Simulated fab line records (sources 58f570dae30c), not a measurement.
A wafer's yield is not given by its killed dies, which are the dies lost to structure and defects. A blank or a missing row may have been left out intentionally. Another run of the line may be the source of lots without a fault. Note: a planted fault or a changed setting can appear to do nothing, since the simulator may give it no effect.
Chamber matching + flow berkeley_cmos170 + 3 sister chambers for UCB170_CONTACT_ETCH_17 on rie_diel-04
The step etches BARC in N2/H2. 6 wafers are shown with their chamber, then 6 later ones without.

== WAFERS PAIRED WITH THEIR CHAMBERS ==
| wafer  | chamber | throttle_valve_pct (%) | drypump_motor_current_A (A) |
|--------|---------|------------------------|-----------------------------|
| L262.2 | 3       | 13.37                  | 5.6                         |
| L262.3 | 1       | 13.56                  | 5.9                         |
| L260.5 | 3       | 13.38                  | 5.7                         |
| L260.6 | 2       | 12.96                  | 6.5                         |
| L264.3 | 1       | 13.55                  | 5.9                         |
| L264.4 | 2       | 12.96                  | 6.5                         |

== WAFERS WHOSE CHAMBER IS MISSING ==
| wafer  | throttle_valve_pct (%) | drypump_motor_current_A (A) |
|--------|------------------------|-----------------------------|
| L264.6 | 12.96                  | 6.5                         |
| L266.1 | 13.38                  | 5.7                         |
| L266.6 | 13.38                  | 5.7                         |
| L271.1 | 13.37                  | 5.7                         |
| L271.4 | 12.95                  | 6.5                         |
| L271.6 | 13.55                  | 5.9                         |

== CHAMBER TAKEN BY EACH ==
| wafer  | from the rows above | in truth |
|--------|---------------------|----------|
| L264.6 | 2                   | 2        |
| L266.1 | 3                   | 3        |
| L266.6 | 3                   | 3        |
| L271.1 | 3                   | 3        |
| L271.4 | 2                   | 2        |
| L271.6 | 1                   | 1        |
Placed correctly: 6 of 6. Can't be placed from these rows: 0. Wrongly placed: 0.
How it was worked out, from the rows above alone: a wafer's distance from a chamber is the root of the sum, over the readings, of the square of ((its reading less the chamber's mean) divided by the reading's scatter). The wafer belongs to the nearest chamber; if the next one is less than 2 further off, it can't be placed. Each chamber's mean is taken over the wafers shown for it. The scatter: the root of (the sum of the squares of (reading less its chamber's mean) over the shown wafers, divided by (wafers less chambers)).
